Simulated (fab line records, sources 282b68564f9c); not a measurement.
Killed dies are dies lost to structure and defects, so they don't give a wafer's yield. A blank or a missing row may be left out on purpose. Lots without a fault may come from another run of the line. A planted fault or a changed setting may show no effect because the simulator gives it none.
Which tool did it? | flow rit_cmos | 11 lots, 33 wafers sampled, at 2 steps of a route of 202

WHAT THE GAUGES READ, wafer by wafer
The record holds no reading of a measuring or inspecting step that can be judged against a usual standard deviation.

WHICH TOOL RAN EACH LOT (tool, then ch and the chambers of the sampled wafers, then the start)
lot  | RIT_SPACER_CVD_03          | RIT_M1_PROBE_99
L588 | lpcvd-01 ch 0, day 3 00:41 | -
L589 | lpcvd-02 ch 1, day 3 05:44 | -
L590 | lpcvd-02 ch 1, day 3 07:39 | -
L592 | lpcvd-02 ch 0, day 4 01:03 | -
L599 | lpcvd-01 ch 1, day 5 13:48 | prober-01, day 6 03:02
L600 | lpcvd-02 ch 0, day 5 15:01 | prober-02, day 6 05:00
L602 | lpcvd-01 ch 1, day 5 23:12 | prober-02, day 7 14:44
L604 | lpcvd-01 ch 1, day 6 09:25 | -
L607 | lpcvd-01 ch 1, day 7 01:14 | -
L609 | lpcvd-01 ch 1, day 7 13:47 | -
L611 | lpcvd-02 ch 0, day 8 06:57 | -
- RIT_SPACER_CVD_03: deposits Si3N4 from SiH2Cl2/NH3, target thk 250 nm, time 3300 s.
- RIT_M1_PROBE_99

WHAT THE TOOLS THEMSELVES READ (means of the sampled wafers that have a number; where no wafer has one, the mark that the record gives instead)
RIT_M1_PROBE_99.
lot  | tool      | killed_at_M0_to_M3 | killed_at_front_end | killed_dies | killed_on_rim | killed_open | killed_short
L599 | prober-01 | 0.0                | 6                   | 6           | 1.7           | 4.0         | 2.0
L600 | prober-02 | 0.0                | 15                  | 15          | 5.0           | 3.0         | 3.7
L602 | prober-02 | 0.0                | 6                   | 6           | 2.0           | 3.7         | 2.3

THE ANSWER, worked out from the rows above alone
Rule: what is usual is taken from the lots themselves. Put in order of their means at a reading, lots are off if they are a third of the lots or fewer, leave a main group of 4 or more, and stand apart from it by a gap of 3 or more times the standard deviation of the main group's means; of several such gaps the widest counts. A main group whose means are all the same, to the digits that the tables above print for the reading, isn't used. A lot without any number at a reading at which 4 lots or more have one is off too. The other lots that the step has rows for count as sound. The gauges are gone through in route order, then the tools' own readings, and for those a lot's mean is taken as printed above. The first step at which some lot is off is used, and at that step the reading that is off furthest; a lot without a number counts as furthest.
No lot is off at any reading shown: from this, nothing can be told.

WHAT THE SIMULATOR HAD PUT IN
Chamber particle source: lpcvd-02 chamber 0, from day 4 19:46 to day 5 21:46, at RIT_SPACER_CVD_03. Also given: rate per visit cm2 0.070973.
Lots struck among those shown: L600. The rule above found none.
